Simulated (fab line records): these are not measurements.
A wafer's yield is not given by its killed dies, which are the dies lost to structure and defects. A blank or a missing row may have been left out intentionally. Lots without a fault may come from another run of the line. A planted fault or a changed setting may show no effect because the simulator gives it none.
Split-lot trial || flow rit-cmos || 23 wafers read across 5 lots, on a route 202 steps long

== ABOUT THE SPLIT ==
At RIT_NWELL_IMPLANT_08, the setting dose-cm2 was moved away from the recipe's 5e+13 on 9 of the 23 wafers read, by -7.2% to +5.9%. This setting was run at the recipe's value on the other wafers.

== FROM THE SPLIT TO THE READING: what the file shows between them, 10 steps ==
- RIT_NWELL_STRIP_09: strips in O2, time 180 s
- RIT_NWELL_TW_MEAS_10
- RIT_PWELL_COAT_01: resist thk 1300 nm (also split here: spin-rpm)
- RIT_PWELL_SOFTBAKE_02: time 60 s
- RIT_PWELL_EXPOSE_03: exposes mask M3, target cd 43700 nm
- RIT_PWELL_DEVELOP_05: develop time 68 s
- RIT_PWELL_HARDBAKE_07: time 120 s
- RIT_PWELL_IMPLANT_08
- RIT_PWELL_STRIP_09: strips in O2, time 180 s
- RIT_WELLDRIVE_ANNEAL_00: time 14700 s

== THE READING ==
NWELL_RS in ohm/sq, measured at RIT_WELLDRIVE_RS_MEAS_01 by four-point-probe. Fault-free wafers of this fab line usually give 275.2 ohm/sq, standard deviation 0.8 ohm/sq.

{"wafer": "L074.1", "tool, chamber at the split": "implanter-02, 0", "dose-cm2 as run": 4.638e+13, "against the recipe": "-7.2%", "NWELL_RS, ohm/sq": 288.1, "against lot-mates on the recipe": "+13.1"}
{"wafer": "L074.3", "tool, chamber at the split": "implanter-02, 0", "dose-cm2 as run": 5e+13, "against the recipe": "recipe", "NWELL_RS, ohm/sq": 274.8, "against lot-mates on the recipe": "-"}
{"wafer": "L074.4", "tool, chamber at the split": "implanter-02, 0", "dose-cm2 as run": 5e+13, "against the recipe": "recipe", "NWELL_RS, ohm/sq": 275.1, "against lot-mates on the recipe": "-"}
{"wafer": "L074.5", "tool, chamber at the split": "implanter-02, 0", "dose-cm2 as run": 4.638e+13, "against the recipe": "-7.2%", "NWELL_RS, ohm/sq": 288.9, "against lot-mates on the recipe": "+13.9"}
{"wafer": "L074.6", "tool, chamber at the split": "implanter-02, 0", "dose-cm2 as run": 4.638e+13, "against the recipe": "-7.2%", "NWELL_RS, ohm/sq": 288.1, "against lot-mates on the recipe": "+13.1"}
{"wafer": "L077.1", "tool, chamber at the split": "implanter-01, 0", "dose-cm2 as run": 4.766e+13, "against the recipe": "-4.7%", "NWELL_RS, ohm/sq": 284.0, "against lot-mates on the recipe": "+8.3"}
{"wafer": "L077.2", "tool, chamber at the split": "implanter-01, 0", "dose-cm2 as run": 5e+13, "against the recipe": "recipe", "NWELL_RS, ohm/sq": 276.3, "against lot-mates on the recipe": "-"}
{"wafer": "L077.3", "tool, chamber at the split": "implanter-01, 0", "dose-cm2 as run": 5e+13, "against the recipe": "recipe", "NWELL_RS, ohm/sq": 275.3, "against lot-mates on the recipe": "-"}
{"wafer": "L077.4", "tool, chamber at the split": "implanter-01, 0", "dose-cm2 as run": 4.766e+13, "against the recipe": "-4.7%", "NWELL_RS, ohm/sq": 283.5, "against lot-mates on the recipe": "+7.8"}
{"wafer": "L077.5", "tool, chamber at the split": "implanter-01, 0", "dose-cm2 as run": 5e+13, "against the recipe": "recipe", "NWELL_RS, ohm/sq": 275.5, "against lot-mates on the recipe": "-"}
{"wafer": "L082.1", "tool, chamber at the split": "implanter-04, 0", "dose-cm2 as run": 4.796e+13, "against the recipe": "-4.1%", "NWELL_RS, ohm/sq": 282.1, "against lot-mates on the recipe": "+7.7"}
{"wafer": "L082.2", "tool, chamber at the split": "implanter-04, 0", "dose-cm2 as run": 5e+13, "against the recipe": "recipe", "NWELL_RS, ohm/sq": 275.1, "against lot-mates on the recipe": "-"}
{"wafer": "L082.3", "tool, chamber at the split": "implanter-04, 0", "dose-cm2 as run": 5e+13, "against the recipe": "recipe", "NWELL_RS, ohm/sq": 274.3, "against lot-mates on the recipe": "-"}
{"wafer": "L082.4", "tool, chamber at the split": "implanter-04, 0", "dose-cm2 as run": 5e+13, "against the recipe": "recipe", "NWELL_RS, ohm/sq": 273.9, "against lot-mates on the recipe": "-"}
{"wafer": "L082.6", "tool, chamber at the split": "implanter-04, 0", "dose-cm2 as run": 4.796e+13, "against the recipe": "-4.1%", "NWELL_RS, ohm/sq": 280.6, "against lot-mates on the recipe": "+6.2"}
{"wafer": "L083.1", "tool, chamber at the split": "implanter-04, 0", "dose-cm2 as run": 5e+13, "against the recipe": "recipe", "NWELL_RS, ohm/sq": 274.6, "against lot-mates on the recipe": "-"}
{"wafer": "L083.5", "tool, chamber at the split": "implanter-04, 0", "dose-cm2 as run": 5e+13, "against the recipe": "recipe", "NWELL_RS, ohm/sq": 274.5, "against lot-mates on the recipe": "-"}
{"wafer": "L083.6", "tool, chamber at the split": "implanter-04, 0", "dose-cm2 as run": 5e+13, "against the recipe": "recipe", "NWELL_RS, ohm/sq": 274.8, "against lot-mates on the recipe": "-"}
{"wafer": "L085.1", "tool, chamber at the split": "implanter-04, 0", "dose-cm2 as run": 5.293e+13, "against the recipe": "+5.9%", "NWELL_RS, ohm/sq": 267.4, "against lot-mates on the recipe": -8.9}
{"wafer": "L085.2", "tool, chamber at the split": "implanter-04, 0", "dose-cm2 as run": 5.293e+13, "against the recipe": "+5.9%", "NWELL_RS, ohm/sq": 267.1, "against lot-mates on the recipe": -9.2}
{"wafer": "L085.3", "tool, chamber at the split": "implanter-04, 0", "dose-cm2 as run": 5e+13, "against the recipe": "recipe", "NWELL_RS, ohm/sq": 276.0, "against lot-mates on the recipe": "-"}
{"wafer": "L085.4", "tool, chamber at the split": "implanter-04, 0", "dose-cm2 as run": 5e+13, "against the recipe": "recipe", "NWELL_RS, ohm/sq": 276.6, "against lot-mates on the recipe": "-"}
{"wafer": "L085.5", "tool, chamber at the split": "implanter-04, 0", "dose-cm2 as run": 5e+13, "against the recipe": "recipe", "NWELL_RS, ohm/sq": 276.4, "against lot-mates on the recipe": "-"}

THE FIT
A straight line over all 23 wafers: NWELL_RS changes by -1.65 ohm/sq for each +1% of dose-cm2; r = -0.99; the points scatter about the line by 0.99 ohm/sq.
The same after taking each lot's own level away (the mean of its wafers on the recipe; 23 wafers): -1.73 ohm/sq for each +1%; r = -1.00; scatter 0.58 ohm/sq.
Per that fit: largest dose-cm2 move, reading shift of 13 ohm/sq.
From 274.43 to 276.33 ohm/sq: that is the span of the lots' own levels, equal to 2.4 times the standard deviation above.
So the lot-to-lot level changes the slope little: the two slopes agree.
Check: +12.6 ohm/sq against its lot-mates is what the line predicts for one of the wafers moved furthest among these (-7.2%) when that wafer is left out of the fit. Against them it came out at +13.1 ohm/sq.

== OTHER SPLITS APPLIED TO THESE WAFERS ==
These wafers also went through other splits before the reading. Each is held against what the fit with the lots' levels taken away leaves over:
{"other split on the same wafers": "RIT_ACTIVE_OXIDATION_01 temp-c", "wafers away from the commonest value": 18, "r with NWELL_RS (lot level and that fit taken away)": -0.08}
{"other split on the same wafers": "RIT_ACTIVE_COAT_06 resist-thk-nm", "wafers away from the commonest value": 10, "r with NWELL_RS (lot level and that fit taken away)": "+0.21"}
{"other split on the same wafers": "RIT_ACTIVE_DEVELOP_10 dev-temp-c", "wafers away from the commonest value": 7, "r with NWELL_RS (lot level and that fit taken away)": "+0.07"}
{"other split on the same wafers": "RIT_PWELL_COAT_01 spin-rpm", "wafers away from the commonest value": 11, "r with NWELL_RS (lot level and that fit taken away)": "+0.00"}

== THE WHOLE CHAIN: every reading that the file lists as answering this split, in the file's order ==
{"step": "RIT_NWELL_TW_MEAS_10", "what it does": "", "reading": "NWELL_TW", "change (the file's fit)": "+7.02 for each +1% of the setting", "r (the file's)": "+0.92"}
{"step": "RIT_WELLDRIVE_RS_MEAS_01", "what it does": "measures by four-point-probe", "reading": "NWELL_RS", "change (the file's fit)": "-1.72 for each +1% of the setting", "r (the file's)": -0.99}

== FILE'S OWN FIT ==
NWELL_RS changes by -1.72 ohm/sq for each +1% of dose-cm2, r = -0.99.
